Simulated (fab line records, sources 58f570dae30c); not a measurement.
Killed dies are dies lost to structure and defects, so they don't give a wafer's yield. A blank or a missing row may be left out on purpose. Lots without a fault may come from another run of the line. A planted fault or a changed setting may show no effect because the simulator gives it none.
Which tool did it? | flow berkeley_cmos170 | 12 lots, 36 wafers sampled, at 1 step of a route of 331

WHAT THE GAUGES READ, wafer by wafer
UCB170_ACTIVE_OVL_MEAS_14.
lot  | measured    | on         | ACTIVE_OVL (nm)
L074 | day 4 07:54 | overlay-02 | 0 -3 0
L076 | day 4 17:19 | overlay-01 | -6 -6 -12
L079 | day 5 06:57 | overlay-02 | 7 3 0
L082 | day 5 23:17 | overlay-02 | 0 -5 -3
L083 | day 6 05:45 | overlay-02 | -6 5 -2
L085 | day 6 09:49 | overlay-02 | 2 -1 4
L088 | day 7 02:34 | overlay-02 | 9 -1 -3
L090 | day 7 13:11 | overlay-01 | 13 9 5
L091 | day 7 13:25 | overlay-01 | -7 -5 -10
L093 | day 8 07:49 | overlay-01 | 0 7 -1
L095 | day 8 17:05 | overlay-01 | 2 4 -3
L097 | day 8 23:34 | overlay-01 | 3 1 4

WHICH TOOL RAN EACH LOT (tool, then ch and the chambers of the sampled wafers, then the start)
The record holds no process step before these readings.

THE ANSWER, worked out from the rows above alone
Rule: what is usual is taken from the lots themselves. Put in order of their means at a reading, lots are off if they are a third of the lots or fewer, leave a main group of 4 or more, and stand apart from it by a gap of 3 or more times the standard deviation of the main group's means; of several such gaps the widest counts. A main group whose means are all the same, to the digits that the tables above print for the reading, isn't used. A lot without any number at a reading at which 4 lots or more have one is off too. The other lots that the step has rows for count as sound.
No lot is off at any reading shown: from this, nothing can be told.

WHAT THE SIMULATOR HAD PUT IN
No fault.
